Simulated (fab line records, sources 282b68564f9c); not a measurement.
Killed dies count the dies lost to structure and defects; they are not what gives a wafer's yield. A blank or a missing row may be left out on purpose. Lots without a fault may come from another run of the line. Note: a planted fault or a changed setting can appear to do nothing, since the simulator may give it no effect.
Which of the tools did it?	flow rit cmos	7 lots with 21 wafers sampled at 2 steps, on a route of 202 steps

## WHAT THE GAUGES READ, wafer by wafer
RIT_ACTIVE_THK_MEAS_04.
lot	measured	on	ACTIVE_NITRIDE_THK (nm)
L283	day 2 04:33	film metro-04	150.6 149.6 149.4
L286	day 2 21:31	film metro-03	151.9 151.3 151.6
L288	day 3 05:38	film metro-03	149.9 149.8 151.0
L290	day 3 15:32	film metro-04	150.5 149.9 148.4
L293	day 4 08:19	film metro-03	153.0 153.1 152.7
L295	day 4 17:52	film metro-02	149.8 150.9 149.8
L297	day 5 02:46	film metro-03	180.3 164.4 155.4

## TOOL THAT RAN EACH LOT (tool first, then ch and the chambers of the sampled wafers, then the start)
lot	RIT_ACTIVE_CVD_03
L283	lpcvd-01 ch 1, day 2 03:08
L286	lpcvd-02 ch 0, day 2 20:05
L288	lpcvd-01 ch 0, day 3 04:14
L290	lpcvd-01 ch 1, day 3 14:07
L293	lpcvd-02 ch 0, day 4 06:53
L295	lpcvd-01 ch 0, day 4 16:27
L297	lpcvd-02 ch 0, day 5 01:20
- RIT_ACTIVE_CVD_03: deposits Si3N4 from SiH2Cl2/NH3, target thk 150 nm, time 1500 s.

## THE ANSWER, worked out from the rows above alone
Rule: what is usual is taken from the lots themselves. Put in order of their means at a reading, lots are off if they are a third of the lots or fewer, leave a main group of 4 or more, and stand apart from it by a gap of 3 or more times the standard deviation of the main group's means; of several such gaps the widest counts. A main group whose means are all the same, to the digits that the tables above print for the reading, isn't used. Also off: a lot with no number at a reading for which 4 or more lots have one. All remaining lots with rows at the step are treated as sound.
Off: L297, at RIT_ACTIVE_THK_MEAS_04 (ACTIVE_NITRIDE_THK). The main group: mean 150.7 nm, standard deviation 1.2.
If a tool, at a process step before that reading, ran all the lots that are off and no sound lot after the first of them, it fits. Gauges at RIT_ACTIVE_THK_MEAS_04: tried the same way as those tools. 2 tools fit, lpcvd-02 at RIT_ACTIVE_CVD_03 and film metro-03 at RIT_ACTIVE_THK_MEAS_04, so this cannot tell which one it is.

## WHAT WAS PUT IN BY THE SIMULATOR
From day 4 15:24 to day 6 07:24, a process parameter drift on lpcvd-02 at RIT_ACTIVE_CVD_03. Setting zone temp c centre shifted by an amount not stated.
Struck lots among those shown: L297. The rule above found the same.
